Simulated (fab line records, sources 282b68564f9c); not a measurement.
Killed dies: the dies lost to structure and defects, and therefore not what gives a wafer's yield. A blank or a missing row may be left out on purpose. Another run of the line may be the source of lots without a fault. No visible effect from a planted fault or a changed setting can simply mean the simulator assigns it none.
Which of the tools did it? :: flow rit_cmos :: Sampling: 13 lots, 39 wafers, 2 of 202 route steps

## WHAT EACH GAUGE READ, for each wafer
RIT_CONTACT_CD_MEAS_08: the cd target is 1000 nm. Usual: cd_nm reads 999.8 nm (standard deviation 2.2).
lot: L415
measured: day 3 12:43
on: cd_sem-01
cd_nm (nm): 998.8 1001.7 1001.6
flag: 

lot: L416
measured: day 3 19:56
on: cd_sem-01
cd_nm (nm): 1001.2 1002.0 1002.0
flag: 

lot: L418
measured: day 4 05:32
on: cd_sem-02
cd_nm (nm): 1004.6 1003.2 1004.9
flag: 

lot: L419
measured: day 4 08:52
on: cd_sem-02
cd_nm (nm): 999.2 999.6 996.1
flag: 

lot: L420
measured: day 4 18:17
on: cd_sem-01
cd_nm (nm): 1153.1 1154.0 1150.3
flag: OFF

lot: L428
measured: day 6 07:48
on: cd_sem-01
cd_nm (nm): 1000.4 1002.7 1001.3
flag: 

lot: L429
measured: day 6 13:05
on: cd_sem-01
cd_nm (nm): 997.9 998.4 998.8
flag: 

lot: L430
measured: day 6 19:16
on: cd_sem-01
cd_nm (nm): 1000.1 999.2 1000.1
flag: 

lot: L433
measured: day 7 08:59
on: cd_sem-01
cd_nm (nm): 998.0 999.6 998.0
flag: 

lot: L434
measured: day 7 12:14
on: cd_sem-02
cd_nm (nm): 999.2 999.0 1001.4
flag: 

lot: L435
measured: day 7 14:34
on: cd_sem-02
cd_nm (nm): 1000.2 1002.4 1000.4
flag: 

lot: L436
measured: day 7 20:04
on: cd_sem-02
cd_nm (nm): 997.5 998.7 996.2
flag: 

lot: L437
measured: day 8 03:01
on: cd_sem-02
cd_nm (nm): 1002.7 1001.2 1001.8
flag: 

## TOOL THAT RAN EACH LOT (tool first, then ch and the chambers of the sampled wafers, then the start)
lot: L415
RIT_CONTACT_EXPOSE_05: iline_stepper-01 ch 0, day 3 12:12

lot: L416
RIT_CONTACT_EXPOSE_05: iline_stepper-02 ch 0, day 3 19:25

lot: L418
RIT_CONTACT_EXPOSE_05: iline_stepper-01 ch 0, day 4 05:01

lot: L419
RIT_CONTACT_EXPOSE_05: iline_stepper-01 ch 0, day 4 08:21

lot: L420
RIT_CONTACT_EXPOSE_05: iline_stepper-01 ch 0, day 4 17:46

lot: L428
RIT_CONTACT_EXPOSE_05: iline_stepper-02 ch 0, day 6 07:17

lot: L429
RIT_CONTACT_EXPOSE_05: iline_stepper-01 ch 0, day 6 12:34

lot: L430
RIT_CONTACT_EXPOSE_05: iline_stepper-01 ch 0, day 6 18:46

lot: L433
RIT_CONTACT_EXPOSE_05: iline_stepper-01 ch 0, day 7 08:28

lot: L434
RIT_CONTACT_EXPOSE_05: iline_stepper-01 ch 0, day 7 11:43

lot: L435
RIT_CONTACT_EXPOSE_05: iline_stepper-01 ch 0, day 7 14:02

lot: L436
RIT_CONTACT_EXPOSE_05: iline_stepper-02 ch 0, day 7 19:33

lot: L437
RIT_CONTACT_EXPOSE_05: iline_stepper-01 ch 0, day 8 02:29
- RIT_CONTACT_EXPOSE_05: exposes mask M11, target cd 1000 nm.

## WHAT THE TOOLS THEMSELVES READ (means of the sampled wafers that have a number; where no wafer has one, the mark that the record gives instead)
RIT_CONTACT_EXPOSE_05. Usual: stage_vel_mm_s 499.95 mm/s, standard deviation 0.26.
lot: L415
tool: iline_stepper-01
stage_vel_mm_s (mm/s): 500.10
flag: 

lot: L416
tool: iline_stepper-02
stage_vel_mm_s (mm/s): 499.98
flag: 

lot: L418
tool: iline_stepper-01
stage_vel_mm_s (mm/s): 499.73
flag: 

lot: L419
tool: iline_stepper-01
stage_vel_mm_s (mm/s): 499.63
flag: 

lot: L420
tool: iline_stepper-01
stage_vel_mm_s (mm/s): 499.55
flag: 

lot: L428
tool: iline_stepper-02
stage_vel_mm_s (mm/s): 500.00
flag: 

lot: L429
tool: iline_stepper-01
stage_vel_mm_s (mm/s): 500.12
flag: 

lot: L430
tool: iline_stepper-01
stage_vel_mm_s (mm/s): 500.39
flag: 

lot: L433
tool: iline_stepper-01
stage_vel_mm_s (mm/s): 499.82
flag: 

lot: L434
tool: iline_stepper-01
stage_vel_mm_s (mm/s): 499.72
flag: 

lot: L435
tool: iline_stepper-01
stage_vel_mm_s (mm/s): 499.78
flag: 

lot: L436
tool: iline_stepper-02
stage_vel_mm_s (mm/s): 499.61
flag: 

lot: L437
tool: iline_stepper-01
stage_vel_mm_s (mm/s): 500.00
flag: 

## THE ANSWER, worked out from the rows above alone
Rule: a lot counts as off when the mean over its wafers that have a number is more than 3 standard deviations away from the usual mean. Also off: a lot with no number at a reading for which 4 or more lots have one. Any other lot the step has rows for is counted as sound. The gauges are gone through in route order, then the tools' own readings, and for those a lot's mean is taken as printed above. The first step at which some lot is off is used, and at that step the reading that is off furthest; a lot without a number counts as furthest.
Off, at RIT_CONTACT_CD_MEAS_08 on cd_nm: L420.
If a tool, at a process step before that reading, ran all the lots that are off and no sound lot after the first of them, it fits. Those tools and the gauges at RIT_CONTACT_CD_MEAS_08 are tried in the same way. Not one of the candidates tried fits.

## WHAT THE SIMULATOR HAD PUT IN
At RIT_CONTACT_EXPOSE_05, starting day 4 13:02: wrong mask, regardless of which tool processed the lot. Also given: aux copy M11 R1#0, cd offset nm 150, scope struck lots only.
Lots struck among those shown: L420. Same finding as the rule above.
